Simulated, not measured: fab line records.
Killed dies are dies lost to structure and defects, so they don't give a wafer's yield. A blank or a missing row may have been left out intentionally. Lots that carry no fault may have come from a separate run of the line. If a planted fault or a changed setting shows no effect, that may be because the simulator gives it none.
What tool caused it? | flow rit_cmos | 42 wafers from 14 lots sampled at 2 of the route's 202 steps

== WHAT EACH GAUGE READ, for each wafer ==
RIT_GATE_THK_MEAS_07.
lot  | measured    | on            | GATE_OXIDE_THK (nm)
L664 | day 2 13:09 | film_metro-01 | 3.04 2.97 3.02
L665 | day 2 14:47 | film_metro-01 | 3.02 2.96 3.06
L666 | day 2 21:12 | film_metro-03 | 2.98 2.96 2.98
L667 | day 3 01:14 | film_metro-04 | 3.08 3.03 3.04
L668 | day 3 07:54 | film_metro-03 | 2.96 3.00 2.93
L669 | day 3 11:43 | film_metro-03 | 3.05 3.02 3.01
L670 | day 3 15:23 | film_metro-03 | 3.11 3.09 3.05
L671 | day 3 21:40 | film_metro-03 | 3.00 2.86 2.92
L673 | day 4 07:41 | film_metro-04 | 2.88 2.93 2.76
L677 | day 5 02:45 | film_metro-04 | 4.96 4.94 4.92
L680 | day 5 18:02 | film_metro-03 | 3.07 3.09 3.07
L681 | day 5 23:00 | film_metro-04 | 4.87 4.85 4.89
L683 | day 6 08:23 | film_metro-01 | 3.12 2.99 2.98
L685 | day 6 18:47 | film_metro-04 | 2.92 2.91 2.92

== EACH LOT AND THE TOOL THAT RAN IT (in order: tool; ch and the chambers of the sampled wafers; start) ==
lot  | RIT_GATE_OXIDATION_05
L664 | furnace-03 ch 0, day 2 10:36
L665 | furnace-04 ch 0, day 2 13:28
L666 | furnace-01 ch 0, day 2 19:53
L667 | furnace-03 ch 0, day 2 23:55
L668 | furnace-01 ch 0, day 3 06:20
L669 | furnace-04 ch 0, day 3 10:23
L670 | furnace-04 ch 0, day 3 14:03
L671 | furnace-01 ch 0, day 3 20:19
L673 | furnace-01 ch 0, day 4 06:20
L677 | furnace-01 ch 0, day 5 01:24
L680 | furnace-03 ch 0, day 5 16:41
L681 | furnace-01 ch 0, day 5 21:40
L683 | furnace-03 ch 0, day 6 07:03
L685 | furnace-04 ch 0, day 6 17:28
- RIT_GATE_OXIDATION_05: target thk 3 nm, ox time 270 s.

== WHAT THE TOOLS THEMSELVES READ (means of the sampled wafers that have a number; where no wafer has one, the mark that the record gives instead) ==
The record holds no such reading with a usual standard deviation.

== THE ANSWER, worked out from the rows above alone ==
Rule: usual is defined by the lots themselves. The widest of any qualifying gaps counts: lots, ordered by their means at a reading, are off when they make up no more than a third of the lots, leave a main group of 4 or more, and stand apart from it by 3 or more times the standard deviation of that group's means. A main group whose means are all the same, to the digits that the tables above print for the reading, isn't used. Also off: a lot with no number at a reading for which 4 or more lots have one. The other lots that the step has rows for count as sound. Order of review: gauges by route order, followed by the tools' own readings, for which a lot's mean as printed above is used. The first step at which some lot is off is used, and at that step the reading that is off furthest; a lot without a number counts as furthest.
Off: at RIT_GATE_THK_MEAS_07 (GATE_OXIDE_THK), L677, L681. Main group: mean 2.99 nm, sd 0.066.
If a tool, at a process step before that reading, ran all the lots that are off and no sound lot after the first of them, it fits. The gauges at RIT_GATE_THK_MEAS_07 are tried like those tools. One fits: furnace-01 at RIT_GATE_OXIDATION_05. A fault onset in the window from L673 (day 4 06:20, its last sound lot) to L677 (day 5 01:24, its first lot off) fits.

== WHAT THE SIMULATOR HAD INSERTED ==
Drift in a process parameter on furnace-01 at RIT_GATE_OXIDATION_05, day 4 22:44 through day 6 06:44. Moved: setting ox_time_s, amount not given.
Shown lots that were struck: L677, L681. The rule above found the same.
